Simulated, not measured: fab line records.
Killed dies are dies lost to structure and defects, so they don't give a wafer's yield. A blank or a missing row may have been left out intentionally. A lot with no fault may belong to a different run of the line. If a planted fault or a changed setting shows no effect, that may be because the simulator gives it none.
A lot that was struck, set against a sound lot	flow rit-cmos	15 out of 202 route steps
Sound: wafers L184.1, L184.3, L184.5. Wafers struck: L198.1, L198.2, L198.6. The cause is given at the end.
For every step that has rows: the tool of each side, followed by ch and its chambers, followed by its first start. Under that, the readings that differ: sound wafers	struck wafers	difference of the means	sigmas: that difference in standard deviations of wafers without a fault.
alike: readings whose means differ by less than 2 such deviations, and words and numbers that are the same on both sides. not compared: withheld readings, readings that some wafer has no value for, bounds like >300 that may hide the same value, and numbers for which the record gives no deviation and whose values overlap.
A row with sigmas, a row that says differs or no value, or rows on one side alone: a step with any of these is where the two part. Numbers that don't overlap but have no deviation are shown without sigmas and don't part them. Lack of a reading on every wafer of one side parts them only where that side has two or more wafers.

RIT_M1_SPUTTER_00: material Al, target thk 400 nm, time 500 s.
  sound: pvd-sputter-04 at day 3 12:34; struck: pvd-sputter-04 at day 6 20:03
  alike: throttle-valve-pct
RIT_M1_RS_MEAS_01: a four-point-probe measurement.
  sound: film-metro-03 at day 3 12:52; struck: film-metro-01 at day 6 20:20
  alike: M1_AL_RS
RIT_M1_THK_MEAS_02: measures by xrf.
  sound: film-metro-03 at day 3 12:59; struck: film-metro-01 at day 6 20:28
  alike: M1_AL_THK
then, 6 steps without rows for these wafers: RIT_M1_HMDS_03 (prime time 60 s); RIT_M1_COAT_04 (resist thk 1300 nm); RIT_M1_SOFTBAKE_05 (time 60 s); RIT_M1_EXPOSE_06 (exposes mask M12, target cd 2600 nm); RIT_M1_PEB_07; RIT_M1_DEVELOP_08 (develop time 68 s).
RIT_M1_CD_MEAS_09: target cd 2600 nm.
  sound: cd-sem-01 at day 3 13:55; struck: cd-sem-01 at day 6 21:36
  alike: cd-nm
RIT_M1_OVL_MEAS_10:
  sound: overlay-02 at day 3 14:02; struck: overlay-02 at day 6 21:43
  alike: M1_OVL
then, 1 step without rows for these wafers: RIT_M1_HARDBAKE_11 (time 120 s).
RIT_M1_METAL_ETCH_12: etches Al in Cl2/BCl3, stops on SiO2, time 165 s, target depth 600 nm.
  sound on rie-metal-04 ch 0,1, day 3 14:19; struck on rie-metal-04 ch 0,1, day 6 22:00
reading	sound	struck	difference	sigmas
oes-product-au (a.u.)	0.789 0.793 0.771	0.884 0.862 0.865	+0.086	+5
run-length-s (s)	193.7 193.2 193.0	176.9 175.7 175.8	-17.2	-20
model.NOVOLAK_of_M1_COAT_04.thk-nm (nm)	785.1 789 804	827.2 838.2 840	+42.4	
  alike: chamber-pressure-mTorr, drypump-motor-current-A, he-backside-leak-sccm, throttle-valve-pct
  not compared: rf-hours-counter-h
then, 1 step without rows for these wafers: RIT_M1_STRIP_13 (strips in nmp, time 600 s).
RIT_M1_PROBE_99:
  sound: prober-01 at day 3 16:35; struck: prober-01 at day 7 00:15
  alike: defect-limited-yield, killed-at-contacts, killed-at-front-end, killed-dies, killed-open, killed-short, sort_bin_3_pad_short, sort_bin_5_function, sort_bin_6_memory, sort-n-pass, sort-yield-pct

## WHERE THEY PART
RIT_M1_METAL_ETCH_12 only, going by this record. Later steps at which nothing parts them and some readings are alike: RIT_M1_PROBE_99.

WHY: the cause the simulator had injected
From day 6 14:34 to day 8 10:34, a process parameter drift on rie-metal-04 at RIT_M1_METAL_ETCH_12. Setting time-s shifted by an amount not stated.
